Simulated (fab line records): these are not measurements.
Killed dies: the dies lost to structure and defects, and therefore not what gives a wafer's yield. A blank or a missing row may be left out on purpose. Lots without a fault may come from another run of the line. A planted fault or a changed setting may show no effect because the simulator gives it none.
The tool behind it: which one? || flow ritCmos || 7 lots, 21 wafers sampled, at 2 steps of a route of 202

== WHAT THE GAUGES SHOWED, per wafer ==
RIT_NWELL_TW_MEAS_10.
{"lot": "L405", "measured": "day 2 04:05", "on": "filmMetro-01", "NWELL_TW": "2135 2135 2146"}
{"lot": "L408", "measured": "day 2 17:38", "on": "filmMetro-01", "NWELL_TW": "2134 2142 2141"}
{"lot": "L410", "measured": "day 3 02:55", "on": "filmMetro-04", "NWELL_TW": "2140 2130 2132"}
{"lot": "L412", "measured": "day 3 15:49", "on": "filmMetro-04", "NWELL_TW": "2140 2137 2137"}
{"lot": "L414", "measured": "day 4 02:02", "on": "filmMetro-01", "NWELL_TW": "2149 2150 2136"}
{"lot": "L418", "measured": "day 5 00:37", "on": "filmMetro-04", "NWELL_TW": "2187 2184 2199"}
{"lot": "L420", "measured": "day 5 06:04", "on": "filmMetro-01", "NWELL_TW": "2218 2222 2202"}

== WHAT TOOL EACH LOT RAN ON (gives the tool, then ch and the chambers of the sampled wafers, and finally the start) ==
{"lot": "L405", "RIT_NWELL_IMPLANT_08": "implanter-04 ch 0, day 2 03:46"}
{"lot": "L408", "RIT_NWELL_IMPLANT_08": "implanter-02 ch 0, day 2 17:19"}
{"lot": "L410", "RIT_NWELL_IMPLANT_08": "implanter-01 ch 0, day 3 02:35"}
{"lot": "L412", "RIT_NWELL_IMPLANT_08": "implanter-04 ch 0, day 3 15:29"}
{"lot": "L414", "RIT_NWELL_IMPLANT_08": "implanter-04 ch 0, day 4 01:42"}
{"lot": "L418", "RIT_NWELL_IMPLANT_08": "implanter-04 ch 0, day 5 00:20"}
{"lot": "L420", "RIT_NWELL_IMPLANT_08": "implanter-04 ch 0, day 5 05:44"}
- RIT_NWELL_IMPLANT_08

== THE ANSWER, worked out from the rows above alone ==
Rule: the usual values come from the lots themselves. The widest of any qualifying gaps counts: lots, ordered by their means at a reading, are off when they make up no more than a third of the lots, leave a main group of 4 or more, and stand apart from it by 3 or more times the standard deviation of that group's means. Not used: any main group whose means are identical at the precision the tables above print for the reading. Also off: a lot with no number at a reading for which 4 or more lots have one. Any other lot the step has rows for is counted as sound.
Off: at RIT_NWELL_TW_MEAS_10 (NWELL_TW), L418, L420. The main group has a mean of 2139 with a standard deviation of 3.5.
A tool fits if, at a process step before that reading, it ran every lot that is off, and no sound lot after the first of them. The gauges at RIT_NWELL_TW_MEAS_10 are tried like those tools. One candidate fits, namely implanter-04 at RIT_NWELL_IMPLANT_08. Its last sound lot is L414 (day 4 01:42), its first lot that is off L418 (day 5 00:20): a fault that began between those two fits.

== WHAT WAS PUT IN BY THE SIMULATOR ==
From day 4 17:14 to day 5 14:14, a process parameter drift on implanter-04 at RIT_NWELL_IMPLANT_08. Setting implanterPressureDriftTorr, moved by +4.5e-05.
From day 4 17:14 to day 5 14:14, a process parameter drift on implanter-04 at RIT_NWELL_IMPLANT_08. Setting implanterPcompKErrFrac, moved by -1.
Lots struck among those shown: L418, L420. The same result came from the rule above.
